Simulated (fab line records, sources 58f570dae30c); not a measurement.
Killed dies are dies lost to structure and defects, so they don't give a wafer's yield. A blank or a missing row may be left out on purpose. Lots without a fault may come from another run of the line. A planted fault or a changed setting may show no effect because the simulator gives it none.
Problem report in the 8D (eight disciplines) form, filled by code | flow berkeley_cmos170 | the parts of the form that need people (team, actions taken, sign-off) are left out

1. THE PROBLEM
PWELL_NITRIDE_THK at UCB170_PWELL_THK_MEAS_06 reads a mean of 210.7 nm on 3 wafers of 1 lot; wafers without a fault read 220.5 nm with a standard deviation of 1.9. That is -5.2 standard deviations from the usual mean.
First seen on wafer L427.2, day 4 19:13, on film_metro-03. The record holds 39 wafers of 13 lots with a number at this step. Rule for "out", or "out of limits": more than 4 standard deviations from the usual mean. The other wafers with a number count as sound.

2. WHAT IT IS AND WHAT IT IS NOT
question                    | is                     | is not
which readings at this step | PWELL_NITRIDE_THK      | -
which lots                  | L427                   | L421, L422, L432, L433, L434, L435, L436, L439, L440, L441, L442, L443
which wafers of those lots  | all that have a number | -
read on which gauges        | film_metro-03          | film_metro-01, film_metro-02
when                        | from day 4 19:13       | up to then (6 sound wafers); but 30 sound wafers of L432, L433, L434, L435, L436, L439, L440, L441, L442, L443 came after

3. SUSPECTS, AND WHAT RULES EACH OUT
Counting: a tool at a process step up to the reading stays a suspect if it ran every lot that is out and no sound lot after the first of them.
- the gauge at UCB170_PWELL_THK_MEAS_06: ruled out. All the wafers that are out were read on film_metro-03, but those of them that UCB170_PWELL_CVD_05 has rows for are out there too, on other tools.
- lpcvd-01 at UCB170_PWELL_CVD_05 (deposits Si3N4 from SiH2Cl2/NH3, target thk 220 nm, time 3300 s): kept. It ran the lot that is out, L427 (day 4 17:17), and no sound lot after that; its last sound lot up to then is L421 (day 3 08:46). Its own readings are out on those wafers: sih2cl2_flow_sccm.
Left after counting: lpcvd-01 at UCB170_PWELL_CVD_05.

4. THE CAUSE (what the simulator had put in)
Process parameter drift: lpcvd-01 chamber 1, from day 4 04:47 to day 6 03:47, at UCB170_PWELL_CVD_05. Setting sih2cl2_flow_sccm, moved by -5, from 25. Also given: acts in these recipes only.
Counting left only this tool.

5. THE CHAIN OF EFFECTS, in route order
Each row: a reading whose mean over the struck wafers that have a number lies more than 3 standard deviations from the usual. Only readings for which the record gives a usual standard deviation are gone through. hours: the time from each lot's start at the first step in this table that gives one to its start at this step, as a median over the lots. sigmas: the change in usual standard deviations.
hours | step                     | reading           | usual      | on struck wafers | change | sigmas
0     | UCB170_PWELL_CVD_05      | sih2cl2_flow_sccm | 25.01 sccm | 20.00            | -5.01  | -84
2     | UCB170_PWELL_THK_MEAS_06 | PWELL_NITRIDE_THK | 220.5 nm   | 210.7            | -9.8   | -5.2
The process steps in it:
- UCB170_PWELL_CVD_05: deposits Si3N4 from SiH2Cl2/NH3, target thk 220 nm, time 3300 s.

6. WHAT WOULD HAVE CAUGHT IT SOONER
In this record the first reading out of limits at a measuring or inspecting step was taken at day 4 19:13, 14 hours after the fault began at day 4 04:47.
The tool's own readings at UCB170_PWELL_CVD_05 were out on every struck wafer that the step has a row for (sih2cl2_flow_sccm): an alarm limit on them would have fired on the first of those.
All the lots that are out (1) had begun UCB170_PWELL_CVD_05 on lpcvd-01 by day 4 19:13. A hold on the tool at that time would have spared none of them.
